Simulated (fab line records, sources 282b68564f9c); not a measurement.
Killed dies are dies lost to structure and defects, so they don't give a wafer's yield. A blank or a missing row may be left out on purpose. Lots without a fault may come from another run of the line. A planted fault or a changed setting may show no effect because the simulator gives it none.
fab line records | flow rit_cmos
record lots=6 wafers=18 last_day=7
route steps=202 shown PWELL@45 WELLDRIVE@50 NWELL@51 NRETRO@53
lots that met no fault: from a run of the same line without faults
start_h: hours from the record's first day to the start of the lot's first wafer shown | wait_h: hours since the lot's step before | " the same as in the row above | L1.1+2: a row that stands for several wafers | - no value, or no start given | * or withheld: withheld | < > ~ a bound
route shown NAME@n: a module of which the file shows steps, and the number in the route of the first | usual: mean/standard deviation of fault-free wafers | same: alike in all rows | chamber/n: place in a boat | sites: the reading at each site | _std_site: their standard deviation | _edge_site: outer sites' mean less inner sites' | radius_mm: how far each site lies from the wafer's centre | mask NAME#n: copy n | behind: the tool/chamber that last shaped the wafer | hold: why the lot was held/for how many hours/how that ended | device: the transistor (n, p or np) that didn't switch | end of line: the same wafers' tests at the end of the route | a step without rows: its recipe alone | killed: dies lost to structure and defects at the first sort, not the wafer's yield | map: a wafer's dies, x killed, . not, _ none there
set.NAME: the setting as run; set.NAME@STEP: as run at that earlier step | model.NAME: the simulator's own value behind a step, which no gauge read
lots at some steps of the route; a table a step, a row a wafer
services: from which hour (start_h, from the record's first day; less than 0 if before it) a tool's chamber was out of use, for how many hours, and why
## steps
# step RIT_PWELL_OVL_MEAS_06
# usual PWELL_OVL=-0.1/1.3
# columns lot.wafer tool chamber start_h wait_h PWELL_OVL[nm]
L809.2 overlay-01 - 62.94 - -0.2
L809.3 " - " " 0.9
L809.5 " - " " -1.8
L816.1 overlay-01 - 100.68 - 0.9
L816.3 " - " " 2.6
L816.4 " - " " 0.6
L817.1 overlay-02 - 105.80 - 3.4
L817.3 " - " " 0.5
L817.4 " - " " 1.4
L822.1 overlay-01 - 127.48 - -1.4
L822.5 " - " " -0.2
L822.6 " - " " -2.9
L823.1 overlay-01 - 134.68 - -1.4
L823.3 " - " " -1.9
L823.4 " - " " -2.5
L824.2 overlay-02 - 138.88 - 0.0
L824.3 " - " " -0.8
L824.5 " - " " -1.1
# step RIT_PWELL_HARDBAKE_07
# recipe resist=NOVOLAK temp_c=140 time_s=120
# step RIT_PWELL_IMPLANT_08
# recipe species=B energy_kev=169 dose_cm2=7e+13 tilt_deg=7
# step RIT_PWELL_STRIP_09
# recipe chemistry=O2 time_s=180 resist=NOVOLAK platen_temp_c=withheld power_w=500 pressure_mtorr=4000 o2_flow_sccm=4000
# usual drypump_motor_current_A=5.6/0.35
# columns lot.wafer tool chamber start_h wait_h drypump_motor_current_A rf_hours_counter_h
L809.2 plasma_asher-02 0 63.48 0.1 5.3 40
L809.3 " 0 " " 5.3 -
L809.5 " 1 " " 6.1 -
L816.1 plasma_asher-03 1 101.12 0.1 6.0 45
L816.3 " 0 " " 5.5 -
L816.4 " 1 " " 6.0 -
L817.1 plasma_asher-02 0 106.24 0.1 5.3 45
L817.3 " 0 " " 5.3 -
L817.4 " 1 " " 6.1 -
L822.1 plasma_asher-02 1 127.92 0.1 6.1 1
L822.5 " 0 " " 5.3 -
L822.6 " 1 " " 6.1 -
L823.1 plasma_asher-03 0 135.30 0.1 5.5 49
L823.3 " 0 " " 5.5 -
L823.4 " 1 " " 6.0 -
L824.2 plasma_asher-03 1 139.31 0.1 6.0 49
L824.3 " 1 " " 6.0 -
L824.5 " 0 " " 5.5 -
# step RIT_PWELL_TW_MEAS_10
# usual PWELL_TW=955/11
# columns lot.wafer tool chamber start_h wait_h PWELL_TW
L809.2 film_metro-02 - 63.67 0.1 933
L809.3 " - " " 934
L809.5 " - " " 935
L816.1 film_metro-01 - 101.29 0.1 968
L816.3 " - " " 962
L816.4 " - " " 961
L817.1 film_metro-01 - 106.41 0.1 964
L817.3 " - " " 958
L817.4 " - " " 958
L822.1 film_metro-01 - 128.09 0.1 955
L822.5 " - " " 953
L822.6 " - " " 953
L823.1 film_metro-01 - 135.48 0.1 958
L823.3 " - " " 953
L823.4 " - " " 951
L824.2 film_metro-01 - 139.50 0.1 957
L824.3 " - " " 958
L824.5 " - " " 953
# step RIT_WELLDRIVE_ANNEAL_00
# recipe temp_c=1100 time_s=14700 ambient=N2
# step RIT_WELLDRIVE_RS_MEAS_01
# recipe thk_meas_gauge=four-point-probe
# usual NWELL_RS=275.4/0.97
# columns lot.wafer tool chamber start_h wait_h NWELL_RS[ohm/sq]
L809.2 film_metro-03 - 68.82 0.0 274.5
L809.3 " - " " 275.6
L809.5 " - " " 276.4
L816.1 film_metro-02 - 106.44 0.0 277.3
L816.3 " - " " 276.8
L816.4 " - " " 276.7
L817.1 film_metro-02 - 113.16 0.0 275.3
L817.3 " - " " 275.6
L817.4 " - " " 275.9
L822.1 film_metro-03 - 134.07 0.0 275.3
L822.5 " - " " 274.5
L822.6 " - " " 273.8
L823.1 film_metro-02 - 140.62 0.0 274.6
L823.3 " - " " 277.0
L823.4 " - " " 276.1
L824.2 film_metro-03 - 145.21 0.0 274.6
L824.3 " - " " 275.8
L824.5 " - " " 275.3
# step RIT_WELLDRIVE_RS_MEAS_02
# recipe thk_meas_gauge=four-point-probe
# usual PWELL_RS=430.0/1.4
# columns lot.wafer tool chamber start_h wait_h PWELL_RS[ohm/sq]
L809.2 film_metro-03 - 68.94 0.1 430.9
L809.3 " - " " 432.1
L809.5 " - " " 430.8
L816.1 film_metro-02 - 106.56 0.1 430.6
L816.3 " - " " 431.6
L816.4 " - " " 429.4
L817.1 film_metro-02 - 113.28 0.1 430.5
L817.3 " - " " 431.0
L817.4 " - " " 430.5
L822.1 film_metro-03 - 134.19 0.1 431.4
L822.5 " - " " 431.1
L822.6 " - " " 429.8
L823.1 film_metro-02 - 140.74 0.1 429.1
L823.3 " - " " 431.2
L823.4 " - " " 430.8
L824.2 film_metro-03 - 145.33 0.1 429.6
L824.3 " - " " 429.6
L824.5 " - " " 431.4
# step RIT_NRETRO_HMDS_00
# recipe prime_time_s=60 prime_temp_c=140
# step RIT_NRETRO_COAT_01
# recipe resist=NOVOLAK spin_rpm=2000 resist_thk_nm=1300
# step RIT_NRETRO_SOFTBAKE_02
# recipe resist=NOVOLAK temp_c=90 time_s=60
# step RIT_NRETRO_EXPOSE_03
# recipe mask_id=M4 na=0.57 target_cd_nm=43900 dose_mj=250
# step RIT_NRETRO_PEB_04
# recipe resist=NOVOLAK temp_c=withheld time_s=withheld
# usual chill_plate_temp_C=* exhaust_pa=44.9/0.89
# columns lot.wafer tool chamber start_h wait_h chill_plate_temp_C exhaust_pa
L809.2 litho_track-04 0 69.86 0.3 * 45.1
L809.3 " 0 " " * 43.9
L809.5 " 0 " " * 44.4
L816.1 litho_track-02 - 107.37 0.1 - -
L816.3 " - " " - -
L816.4 " - " " - -
L817.1 litho_track-03 - 114.09 0.1 - -
L817.3 " - " " - -
L817.4 " - " " - -
L822.1 litho_track-03 0 135.15 0.1 * 44.0
L822.5 " 0 " " * 45.4
L822.6 " 0 " " * 44.2
L823.1 litho_track-03 0 141.60 0.1 * 44.2
L823.3 " 0 " " * 45.8
L823.4 " 0 " " * 45.4
L824.2 litho_track-02 0 146.15 0.1 * 45.3
L824.3 " 0 " " * 46.1
L824.5 " 0 " " * 47.5
# step RIT_NRETRO_DEVELOP_05
# recipe resist=NOVOLAK develop_time_s=68 dev_temp_c=23
## services
# columns tool chamber start_h hours kind
plasma_asher-03 - 45.49 2.8 repair
plasma_asher-03 - 78.11 4.9 repair
plasma_asher-02 - 108.75 9.0 pm
plasma_asher-02 0 108.75 9.0 vent_cycle
plasma_asher-02 1 108.75 9.0 vent_cycle
plasma_asher-02 0 117.75 - clean
plasma_asher-02 1 117.75 - clean
## key
first_sign step=RIT_NRETRO_PEB_04 reading=tool_record direction=missing
effect none on later readings
met_at RIT_NRETRO_PEB_04
struck_wafers L816.1,L816.3,L816.4,L817.1,L817.3,L817.4
sort_left_out L816.1,L816.3,L816.4,L817.1,L817.3,L817.4
tester_left_out L816,L817
fault kind=skipped_step_whole tool=litho_track-02,litho_track-03 chamber=- onset_h=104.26 steps=RIT_NRETRO_PEB_04 scope=struck_lots_only
# tester_left_out: of these lots the tester's yield and bins aren't shown, on N5 and GAA mostly nor the transistor test; their killed dies are dies lost to structure and defects alone, not to doping, threshold or leakage, so they don't give the yield
# sort_left_out: the simulated sort isn't trusted on such a fault, so these wafers' sort isn't shown, and their yield isn't known
